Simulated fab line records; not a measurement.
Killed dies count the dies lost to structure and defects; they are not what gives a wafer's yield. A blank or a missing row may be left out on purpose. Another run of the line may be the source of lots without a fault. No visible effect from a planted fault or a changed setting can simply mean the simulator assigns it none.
2 desks looking at one fault    flow berkeley_cmos170    each desk holds nothing but its own numbers, with what lay behind them at the end

## TOOL OWNER'S DESK, pecvd-04
The tool's own readings at UCB170_SPACER_CVD_00 (deposits SiO2 from TEOS/O2, target thk 376 nm, time 47 s): means of the sampled wafers that have a number, for each lot that ran on this tool. A lot is out of limits, marked OUT, if its mean lies more than 4 standard deviations from the usual mean; the brackets give that distance.
Columns: A = heater_power_w at UCB170_SPACER_CVD_00, usual 251 W
lot   first seen here  A
L110  day 7 17:13      280
L120  day 9 12:49      315
L130  day 12 05:37     269
This desk's finding: nothing out of limits on any of the 3 lots.

## FROM THE METROLOGY DESK
What the gauges read for every lot (on any tool): the sampled wafers with a number, averaged. A lot is out of limits, marked OUT, if its mean lies more than 4 standard deviations from the usual mean; the brackets give that distance.
Columns: A = cd_nm at UCB170_PLDD_CD_MEAS_06, usual 1200.1 nm; B = SPACER_TEOS_THK at UCB170_SPACER_THK_MEAS_01, usual 378 nm
lot   first seen here  A       B
L109  day 7 14:05      1198.7  378
L108  day 7 14:11      1201.8  373
L110  day 7 14:31      1199.4  379
L112  day 8 06:23      1199.3  377
L120  day 9 10:02      1201.5  361
L122  day 9 21:47      1200.8  383
L124  day 10 19:36     1203.7  377
L125  day 10 20:05     1200.4  388
L127  day 11 12:10     1198.2  380
L128  day 11 12:10     1199.1  382
L131  day 12 02:33     1199.1  382
L130  day 12 02:52     1198.6  381
L129  day 12 10:20     1202.4  373
This desk's finding: nothing out of limits on any of the 13 lots.

## TAKEN TOGETHER
The desk of the tool owner found nothing out of limits.
From the metrology desk's view, nothing was out of limits.

## WHAT HAD BEEN PUT IN BY THE SIMULATOR
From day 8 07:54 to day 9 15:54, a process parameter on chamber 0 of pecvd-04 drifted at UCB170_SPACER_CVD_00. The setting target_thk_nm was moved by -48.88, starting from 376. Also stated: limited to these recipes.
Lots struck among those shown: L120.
